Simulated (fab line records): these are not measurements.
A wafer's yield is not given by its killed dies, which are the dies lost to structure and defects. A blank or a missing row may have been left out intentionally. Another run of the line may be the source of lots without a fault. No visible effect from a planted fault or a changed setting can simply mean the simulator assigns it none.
Problem report, 8D (eight disciplines) form, completed by code || flow berkeley_cmos170 || the parts of the form that need people (team, actions taken, sign-off) are left out

== 1. THE PROBLEM ==
ACTIVE_NITRIDE_THK at UCB170_ACTIVE_THK_MEAS_06 reads a mean of 207.7 nm on 6 wafers of 2 lots; wafers without a fault read 218.6 nm with a standard deviation of 2. Measured from the usual mean, that is -5.5 standard deviations.
Seen first at day 8 06:58 on film_metro-04, wafer L172.1. The record holds 42 wafers of 14 lots with a number at this step. By rule, "out" or "out of limits" means more than 4 standard deviations away from the usual mean. The rest of the wafers with a number are treated as sound.

== 2. WHAT THIS IS AND IS NOT ==
{"question": "which readings at this step", "is": "ACTIVE_NITRIDE_THK", "is not": "-"}
{"question": "which lots", "is": "L172, L173", "is not": "L152, L153, L156, L157, L158, L159, L160, L161, L162, L164, L166, L175"}
{"question": "which wafers of those lots", "is": "all that have a number", "is not": "-"}
{"question": "read on which gauges", "is": "film_metro-02, film_metro-04", "is not": "film_metro-03"}
{"question": "when", "is": "from day 8 06:58", "is not": "up to then (33 sound wafers); but 3 sound wafers of L175 came after"}

== 3. SUSPECTS, AND WHAT RULES EACH OUT ==
Counting: any tool at a process step up to the reading is kept as a suspect provided that every lot that is out went through it and no sound lot did after the first of them.
- the gauge at UCB170_ACTIVE_THK_MEAS_06 is ruled out. The wafers that are out were read on 2 gauges (film_metro-02, film_metro-04).
- lpcvd-02 at UCB170_ACTIVE_CVD_05 (deposits Si3N4 from SiH2Cl2/NH3, target thk 220 nm, time 3300 s): kept. Every lot that is out went through it, starting with L172 (day 8 05:03), and after that it ran no sound lot; the last sound lot it ran before then is L166 (day 6 17:27).
The count leaves lpcvd-02 at UCB170_ACTIVE_CVD_05.

== 4. THE CAUSE (what the simulator had put in) ==
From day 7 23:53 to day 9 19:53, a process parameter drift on lpcvd-02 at UCB170_ACTIVE_CVD_05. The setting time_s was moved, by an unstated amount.
After counting, this tool was the only one left.

== 5. THE CHAIN OF EFFECTS, in route order ==
Rows list readings where the struck wafers' mean (over those with a number) sits beyond 3 standard deviations from the usual. Only readings whose record carries a usual standard deviation are examined. hours: median over the lots of the time between each lot's start at the first step of this table that gives one and its start at this step. sigmas: the change, counted in usual standard deviations.
{"hours": 0, "step": "UCB170_ACTIVE_THK_MEAS_06", "reading": "ACTIVE_NITRIDE_THK", "usual": "218.6 nm", "on struck wafers": 207.7, "change": -10.9, "sigmas": -5.5}
Later measuring or inspecting steps at which every struck wafer that the step has a row for has a number for every such reading, and none has moved that far: UCB170_V2_CD_MEAS_90.

== 6. WHAT WOULD HAVE CAUGHT IT SOONER ==
Counted from the fault's start at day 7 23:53, it took 7 hours until the first out-of-limits reading at a measuring or inspecting step in this record, taken at day 8 06:58.
Lots out: 2; all had begun UCB170_ACTIVE_CVD_05 on lpcvd-02 by day 8 06:58. None of them would have been spared by holding the tool at that moment.
